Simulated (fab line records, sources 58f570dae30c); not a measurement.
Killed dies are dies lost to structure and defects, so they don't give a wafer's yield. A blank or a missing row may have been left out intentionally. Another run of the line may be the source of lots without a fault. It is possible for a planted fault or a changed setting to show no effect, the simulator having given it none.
What tool caused it? | flow berkeley_cmos170 | Sampling: 14 lots, 42 wafers, 3 of 331 route steps

## WHAT EACH GAUGE READ, for each wafer
UCB170_CONTACT_OVL_MEAS_16. Usual: CONTACT_OVL 4 nm, standard deviation 5.5.
lot  | measured     | on         | CONTACT_OVL (nm) | flag
L310 | day 8 02:20  | overlay-01 | 10 7 3           |
L314 | day 8 16:37  | overlay-01 | 9 9 2            |
L313 | day 8 18:52  | overlay-02 | 13 16 4          |
L315 | day 9 10:11  | overlay-01 | 9 3 -4           |
L317 | day 9 11:19  | overlay-01 | 1 6 1            |
L316 | day 9 11:49  | overlay-02 | 7 11 5           |
L320 | day 10 03:16 | overlay-02 | 4 9 9            |
L319 | day 10 04:57 | overlay-01 | -11 -4 -6        |
L329 | day 12 09:52 | overlay-02 | -5 6 4           |
L331 | day 12 11:04 | overlay-02 | -1 -9 -5         |
L328 | day 12 10:49 | overlay-02 | 7 15 8           |
L330 | day 12 10:37 | overlay-01 | 8 15 0           |
L332 | day 12 12:12 | overlay-02 | 7 5 6            |
L333 | day 12 14:17 | overlay-01 | -2 -6 -3         |

## WHAT TOOL EACH LOT RAN ON (gives the tool, then ch and the chambers of the sampled wafers, and finally the start)
lot  | UCB170_NSD_PEB_04                 | UCB170_SDANNEAL_RTA_00
L310 | litho_track-03 ch 0, day 7 18:01  | rtp_anneal-01 ch 0, day 7 21:05
L314 | litho_track-03 ch 0, day 8 10:08  | rtp_anneal-01 ch 0, day 8 11:52
L313 | litho_track-03 ch 0, day 8 10:53  | rtp_anneal-01 ch 0, day 8 12:31
L315 | litho_track-02 ch 0, day 9 01:31  | rtp_anneal-02 ch 0, day 9 05:26
L317 | litho_track-01 ch 0, day 9 01:46  | rtp_anneal-02 ch 0, day 9 05:35
L316 | litho_track-02 ch 0, day 9 03:53  | rtp_anneal-02 ch 0, day 9 06:10
L320 | litho_track-03 ch 0, day 9 20:27  | rtp_anneal-02 ch 0, day 9 22:15
L319 | litho_track-01 ch 0, day 9 20:58  | rtp_anneal-02 ch 0, day 9 22:41
L329 | litho_track-03 ch 0, day 11 23:56 | rtp_anneal-01 ch 0, day 12 04:11
L331 | litho_track-01 ch 0, day 12 00:23 | rtp_anneal-02 ch 0, day 12 04:43
L328 | litho_track-02 ch 0, day 12 00:40 | rtp_anneal-01 ch 0, day 12 04:33
L330 | litho_track-03 ch 0, day 12 00:49 | rtp_anneal-02 ch 0, day 12 04:33
L332 | litho_track-03 ch 0, day 12 05:07 | rtp_anneal-01 ch 0, day 12 06:56
L333 | litho_track-03 ch 0, day 12 06:14 | rtp_anneal-01 ch 0, day 12 07:55
- UCB170_NSD_PEB_04
- UCB170_SDANNEAL_RTA_00: time 10 s.

## WHAT THE TOOLS THEMSELVES READ (means of the sampled wafers that have a number; where no wafer has one, the mark that the record gives instead)
UCB170_NSD_PEB_04. Usual: plate_sensor_t_centre_C 131.41 C, standard deviation 0.0095; plate_sensor_t_edge_C 131.53 C, standard deviation 0.0094.
lot  | tool           | plate_sensor_t_centre_C (C) | plate_sensor_t_edge_C (C) | flag
L310 | litho_track-03 | 131.40                      | 131.54                    |
L314 | litho_track-03 | 131.41                      | 131.53                    |
L313 | litho_track-03 | 131.41                      | 131.53                    |
L315 | litho_track-02 | 131.42                      | 131.53                    |
L317 | litho_track-01 | 131.41                      | 131.54                    |
L316 | litho_track-02 | 131.41                      | 131.53                    |
L320 | litho_track-03 | 131.41                      | 131.54                    |
L319 | litho_track-01 | 131.42                      | 131.54                    |
L329 | litho_track-03 | 131.40                      | 131.54                    |
L331 | litho_track-01 | 131.41                      | 131.53                    |
L328 | litho_track-02 | 131.41                      | 131.53                    |
L330 | litho_track-03 | 131.40                      | 131.53                    |
L332 | litho_track-03 | 131.41                      | 131.53                    |
L333 | litho_track-03 | 131.41                      | 131.53                    |

UCB170_SDANNEAL_RTA_00. Usual: anneal_temp_c_max 904.0, standard deviation 0.8; lamp_power_pct 24.5 %, standard deviation 1.7; wafer_temp_C_max 903.1, standard deviation 0.61.
lot  | tool          | anneal_temp_c_max | lamp_power_pct (%) | wafer_temp_C_max | flag
L310 | rtp_anneal-01 | 904.2             | 22.6               | 903.2            |
L314 | rtp_anneal-01 | 904.8             | 22.7               | 902.7            |
L313 | rtp_anneal-01 | 904.4             | 22.7               | 903.6            |
L315 | rtp_anneal-02 | 903.5             | 26.0               | 903.1            |
L317 | rtp_anneal-02 | 904.2             | 26.0               | 902.9            |
L316 | rtp_anneal-02 | 903.5             | 26.0               | 903.1            |
L320 | rtp_anneal-02 | 903.3             | 26.0               | 902.4            |
L319 | rtp_anneal-02 | 903.5             | 26.0               | 902.3            |
L329 | rtp_anneal-01 | 903.8             | 22.6               | 903.4            |
L331 | rtp_anneal-02 | 904.1             | 26.0               | 902.7            |
L328 | rtp_anneal-01 | 903.8             | 22.7               | 902.9            |
L330 | rtp_anneal-02 | 903.7             | 26.0               | 902.9            |
L332 | rtp_anneal-01 | 904.4             | 22.7               | 903.4            |
L333 | rtp_anneal-01 | 904.8             | 22.6               | 903.4            |

## THE ANSWER, worked out from the rows above alone
Rule: take the mean of a lot's wafers that have a number; if it is more than 3 standard deviations from the usual mean, the lot is off. Also off: a lot with no number at a reading for which 4 or more lots have one. The other lots that the step has rows for count as sound. The gauges are gone through in route order, then the tools' own readings, and for those a lot's mean is taken as printed above. The first step at which some lot is off is used, and at that step the reading that is off furthest; a lot without a number counts as furthest.
Nothing can be told from this: no lot is off at any reading shown.

## WHAT HAD BEEN PUT IN BY THE SIMULATOR
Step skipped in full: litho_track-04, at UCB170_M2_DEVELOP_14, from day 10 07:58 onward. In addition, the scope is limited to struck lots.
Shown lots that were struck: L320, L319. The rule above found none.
